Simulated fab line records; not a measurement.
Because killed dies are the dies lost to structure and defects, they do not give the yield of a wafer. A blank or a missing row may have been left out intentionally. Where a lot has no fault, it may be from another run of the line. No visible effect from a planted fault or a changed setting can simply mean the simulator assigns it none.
A struck lot beside a sound one    flow berkeley_cmos170    15 out of 331 route steps
Sound: the wafers L738.1, L738.2, L738.6. Wafers struck: L752.1, L752.3, L752.5. The cause is given at the end.
For every step that has rows: the tool of each side, followed by ch and its chambers, followed by its first start. Under that, the readings that differ: sound wafers    struck wafers    difference of the means    sigmas: that difference in standard deviations of wafers without a fault.
alike: readings whose means differ by less than 2 such deviations, and words and numbers that are the same on both sides. not compared: withheld readings, readings that some wafer has no value for, bounds like >300 that may hide the same value, and numbers for which the record gives no deviation and whose values overlap.
The two part at a step that has a row with sigmas, a row that says differs or no value, or rows on one side only. Numbers that don't overlap but have no deviation are shown without sigmas and don't part them. A reading that every wafer of one side lacks parts them only if that side has two wafers or more.

first, 4 steps without rows for these wafers: UCB170_NSD_CLEAN_11 (cleans in SPM, time 600 s); UCB170_BACKSIDE_HMDS_00 (prime time 60 s); UCB170_BACKSIDE_COAT_01 (resist thk 900 nm); UCB170_BACKSIDE_SOFTBAKE_02 (time 60 s).
UCB170_BACKSIDE_STRIP_03: strips in O2.
  sound on plasma_asher-02 ch 0,1, day 8 00:12; struck on plasma_asher-01 ch 0,1, day 10 22:03
  alike: drypump_motor_current_A, o2_flow_sccm, oes_product_au, strip_time_to_endpoint_s
  not compared: rf_hours_counter_h
then, 1 step without rows for these wafers: UCB170_BACKSIDE_CLEAN_04 (cleans in SPM, time 600 s).
UCB170_SDANNEAL_RTA_00: time 10 s.
  sound on rtp_anneal-02 ch 0, day 8 00:49; struck on rtp_anneal-02 ch 0, day 10 22:23
  alike: lamp_power_pct, wafer_temp_C_max
UCB170_SDANNEAL_RTA_01: time 5 s.
  sound on rtp_anneal-02 ch 0, day 8 00:56; struck on rtp_anneal-02 ch 0, day 10 22:26
  alike: lamp_power_pct, wafer_temp_C_max
UCB170_SDANNEAL_RS_MEAS_02: measures by four-point-probe.
  sound: film_metro-02 at day 8 01:04; struck: film_metro-02 at day 10 22:30
  alike: PSD_RS
UCB170_SDANNEAL_RS_MEAS_03: measures by four-point-probe.
  sound: film_metro-02 at day 8 01:11; struck: film_metro-02 at day 10 22:37
  alike: NSD_RS
UCB170_SDANNEAL_RS_MEAS_04: measures by four-point-probe.
  sound: film_metro-02 at day 8 01:18; struck: film_metro-02 at day 10 22:44
  alike: PLDD_RS
UCB170_SDANNEAL_RS_MEAS_05: measures by four-point-probe.
  sound: film_metro-02 at day 8 01:25; struck: film_metro-02 at day 10 22:52
  alike: NLDD_RS
UCB170_SILICIDE_PRE_CLEAN_00: preclean etch time 60 s.
  sound: pvd_sputter-04 at day 8 01:32; struck: pvd_sputter-04 at day 10 22:59
reading                   sound     struck  difference                     sigmas
preclean_etch_time_s (s)  60 60 60  - - -   no value on the struck wafers  
UCB170_SILICIDE_SPUTTER_01: material Ti, target thk 30 nm, time 24.55 s.
  sound: pvd_sputter-04 at day 8 01:37; struck: pvd_sputter-04 at day 10 23:03
  alike: chamber_pressure_pa, throttle_valve_pct
UCB170_M3_PROBE_99:
  the record holds rows for the sound wafers here (prober-01, day 9 00:56) but none for the struck ones

WHERE THEY PART
Earliest at UCB170_SILICIDE_PRE_CLEAN_00; latest, in this record, at UCB170_M3_PROBE_99.

WHY: what had been put in by the simulator
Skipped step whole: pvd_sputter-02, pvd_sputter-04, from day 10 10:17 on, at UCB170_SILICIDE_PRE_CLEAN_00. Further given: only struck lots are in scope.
